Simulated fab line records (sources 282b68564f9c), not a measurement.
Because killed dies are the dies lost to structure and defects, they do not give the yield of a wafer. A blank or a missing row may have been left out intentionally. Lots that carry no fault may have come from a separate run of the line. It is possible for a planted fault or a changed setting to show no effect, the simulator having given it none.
Lot-split experiment	flow rit-cmos	on a route of 202 steps: 5 lots, 23 wafers read

== SPLIT DETAILS ==
At RIT_PRETRO_SOFTBAKE_02 (time 60 s), the setting temp-c was moved away from the recipe's 90 C on 8 of the 23 wafers read, by +1.3% to +2.8%. The other wafers ran this setting at the recipe's value.

Reading taken at the split's own step.

== THE READING ==
NOVOLAK_of_PRETRO_COAT_01.thk-nm (the simulator's own value, which no gauge read), in nm, at RIT_PRETRO_SOFTBAKE_02 (time 60 s). There is no usual value for it anywhere in the file. The 15 wafers here that ran the recipe average 1299 nm, standard deviation 2 nm.

wafer	tool, chamber at the split	temp-c as run, C	against the recipe	NOVOLAK_of_PRETRO_COAT_01.thk-nm, nm	against lot-mates on the recipe
L077.1	litho-track-04, 0	90	recipe	1301	-
L077.2	litho-track-04, 0	90	recipe	1303	-
L077.4	litho-track-04, 0	90	recipe	1297	-
L077.5	litho-track-04, 0	92.52	+2.8%	1291	-9
L077.6	litho-track-04, 0	92.52	+2.8%	1290	-10
L079.1	litho-track-02, 0	90	recipe	1302	-
L079.2	litho-track-02, 0	90	recipe	1300	-
L079.6	litho-track-02, 0	90	recipe	1300	-
L079.3	litho-track-02, 0	90	recipe	1297	-
L079.4	litho-track-02, 0	90	recipe	1299	-
L081.2	litho-track-03, 0	90	recipe	1295	-
L081.5	litho-track-03, 0	90	recipe	1299	-
L081.6	litho-track-03, 0	90	recipe	1299	-
L082.1	litho-track-04, 0	92.2	+2.4%	1292	-6
L082.2	litho-track-04, 0	92.2	+2.4%	1289	-10
L082.3	litho-track-04, 0	92.2	+2.4%	1294	-4
L082.4	litho-track-04, 0	90	recipe	1299	-
L082.6	litho-track-04, 0	90	recipe	1298	-
L085.2	litho-track-02, 0	90	recipe	1298	-
L085.4	litho-track-02, 0	90	recipe	1298	-
L085.3	litho-track-02, 0	91.2	+1.3%	1288	-10
L085.5	litho-track-02, 0	91.2	+1.3%	1292	-6
L085.6	litho-track-02, 0	91.2	+1.3%	1287	-11

FIT RESULTS
A straight line over all 23 wafers: NOVOLAK_of_PRETRO_COAT_01.thk-nm changes by -3.42 nm for each +1% of temp-c; r = -0.80; the points scatter about the line by 2.9 nm.
The same after taking each lot's own level away (the mean of its wafers on the recipe; 23 wafers): -3.47 nm for each +1%; r = -0.84; scatter 2.5 nm.
Per that fit: largest temp-c move, reading shift of 9.7 nm.
From 1297.7 to 1300.3 nm: that is the span of the lots' own levels, equal to 1.4 times the standard deviation above.
The two slopes are in agreement: the lot-to-lot level therefore moves the slope only a little.
Check: for one of the wafers moved furthest among these (+2.8%), held out of the fit, the line's prediction against its lot-mates is -10.3 nm. It came out at -9.33 nm against them.

== THE OTHER SPLITS THESE WAFERS WENT THROUGH ==
Note: prior to the reading, these wafers also went through further splits. Each is held against what the fit with the lots' levels taken away leaves over:
other split on the same wafers	wafers away from the commonest value	r with NOVOLAK_of_PRETRO_COAT_01.thk-nm (lot level and that fit taken away)
RIT_ACTIVE_COAT_06 spin-rpm	11	+0.08
RIT_NWELL_IMPLANT_08 energy-kev	8	+0.10
RIT_PWELL_COAT_01 resist-thk-nm	10	+0.12
RIT_PWELL_IMPLANT_08 energy-kev	6	-0.09

== THE FILE'S OWN FIT ==
NOVOLAK_of_PRETRO_COAT_01.thk-nm changes by -3.62 nm for each +1% of temp-c, r = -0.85.
